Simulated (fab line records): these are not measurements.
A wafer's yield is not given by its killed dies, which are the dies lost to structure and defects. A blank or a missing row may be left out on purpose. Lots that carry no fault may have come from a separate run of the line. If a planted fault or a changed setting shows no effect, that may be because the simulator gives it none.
Which tool is to blame?	flow rit cmos	7 lots with 21 wafers sampled at 2 steps, on a route of 202 steps

== WHAT THE GAUGES SHOWED, per wafer ==
RIT_CONTACT_THK_MEAS_01.
lot	measured	on	CONTACT_TEOS_THK (nm)
L455	day 3 12:44	film metro-04	399 398 407
L457	day 3 18:47	film metro-03	392 407 404
L464	day 5 09:26	film metro-04	147 150 155
L468	day 6 01:58	film metro-01	399 395 397
L471	day 6 21:54	film metro-04	397 402 397
L474	day 7 12:49	film metro-03	405 412 407
L477	day 8 01:59	film metro-03	399 399 405

== WHAT TOOL EACH LOT RAN ON (gives the tool, then ch and the chambers of the sampled wafers, and finally the start) ==
lot	RIT_CONTACT_CVD_00
L455	pecvd-04 ch 0,2, day 3 12:41
L457	pecvd-01 ch 1,2, day 3 18:44
L464	pecvd-04 ch 0,1, day 5 09:23
L468	pecvd-01 ch 0,1,2, day 6 01:55
L471	pecvd-01 ch 0,1,2, day 6 21:50
L474	pecvd-01 ch 0,1, day 7 12:44
L477	pecvd-01 ch 1,2, day 8 01:55
- RIT_CONTACT_CVD_00: deposits SiO2 from TEOS, target thk 400 nm, time 61 s.

== THE ANSWER, worked out from the rows above alone ==
Rule: usual is defined by the lots themselves. The widest of any qualifying gaps counts: lots, ordered by their means at a reading, are off when they make up no more than a third of the lots, leave a main group of 4 or more, and stand apart from it by 3 or more times the standard deviation of that group's means. A main group is skipped when, at the precision printed for the reading in the tables above, its means are all equal. A lot without any number at a reading at which 4 lots or more have one is off too. Where the step has rows for the other lots, those lots are counted as sound.
Off: L464, at RIT_CONTACT_THK_MEAS_01 (CONTACT_TEOS_THK). Main group: mean 401 nm, sd 3.4.
A tool fits if, at a process step before that reading, it ran every lot that is off, and no sound lot after the first of them. The gauges at RIT_CONTACT_THK_MEAS_01 are tried like those tools. One candidate fits, namely pecvd-04 at RIT_CONTACT_CVD_00. Its last sound lot is L455 (day 3 12:41), its first lot that is off L464 (day 5 09:23): a fault that began between those two fits.

== WHAT THE SIMULATOR PUT IN ==
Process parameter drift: pecvd-04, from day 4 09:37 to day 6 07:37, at RIT_CONTACT_CVD_00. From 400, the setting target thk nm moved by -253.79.
Struck lots among those shown: L464. The rule above found the same.
